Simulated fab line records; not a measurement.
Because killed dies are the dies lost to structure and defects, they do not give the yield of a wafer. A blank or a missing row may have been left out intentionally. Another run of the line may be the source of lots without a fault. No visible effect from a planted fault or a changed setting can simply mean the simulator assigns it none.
Problem report in the 8D (eight disciplines) form, filled by code | flow berkeley_cmos170 | the parts of the form that need people (team, actions taken, sign-off) are left out

## 1. WHAT IS WRONG
bias_w at UCB170_M1_ETCH_11 reads a mean of 72.17 W on 6 wafers of 2 lots; wafers without a fault read 99.99 W with a standard deviation of 0.29. That puts it -96 standard deviations away from the usual mean.
The step: etches BARC in N2/H2.
First seen on wafer L610.3, day 8 19:45, on rie_diel-04. The record has a number at this step for 42 wafers belonging to 14 lots. The rule behind "out" and "out of limits": a value lying over 4 standard deviations away from the usual mean. Any other wafer with a number is counted as sound.

## 2. WHAT IT IS AND WHAT IT IS NOT
question                    | is                     | is not
which readings at this step | bias_w                 | drypump_motor_current_A, h2_flow_sccm, throttle_valve_pct
which lots                  | L610, L611             | L607, L609, L612, L616, L619, L620, L621, L623, L624, L626, L627, L630
which wafers of those lots  | all that have a number | -
read on which tools         | rie_diel-04            | rie_diel-01, rie_diel-02
when                        | from day 8 19:45       | up to then (6 sound wafers); but 30 sound wafers of L612, L616, L619, L620, L621, L623, L624, L626, L627, L630 came after

## 3. THE SUSPECTS, EACH WITH WHAT RULES IT OUT
Counting: a tool stays on the suspect list if, at a process step up to the reading, it processed all lots that are out and no sound lot following the first of them.
- rie_diel-04 at UCB170_M1_ETCH_11 (etches BARC in N2/H2): ruled out as a lasting fault. The sound lots L623, L627 went through it after L610, its earliest lot that is out (day 8 19:45).
Left after counting: nothing in the record.

## 4. THE CAUSE (what the simulator had put in)
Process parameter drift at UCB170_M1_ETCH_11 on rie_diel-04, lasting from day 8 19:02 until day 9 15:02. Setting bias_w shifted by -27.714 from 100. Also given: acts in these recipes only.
Counting ruled it out, wrongly.

## 5. THE CHAIN OF EFFECTS, in route order
Rows list readings where the struck wafers' mean (over those with a number) sits beyond 3 standard deviations from the usual. Only readings whose record carries a usual standard deviation are examined. hours: median over the lots of the time between each lot's start at the first step of this table that gives one and its start at this step. sigmas: the change, counted in usual standard deviations.
hours | step              | reading        | usual      | on struck wafers | change | sigmas
0     | UCB170_M1_ETCH_11 | bias_w         | 99.99 W    | 72.17            | -27.82 | -96
0     | UCB170_M1_ETCH_11 | oes_product_au | 1.009 a.u. | 0.908            | -0.101 | -4.6
Process steps it contains:
- UCB170_M1_ETCH_11: etches BARC in N2/H2.

## 6. WHAT WOULD HAVE CAUGHT IT SOONER
In this record the first reading out of limits was taken at day 8 19:45, 1 hour after the fault began at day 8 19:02.
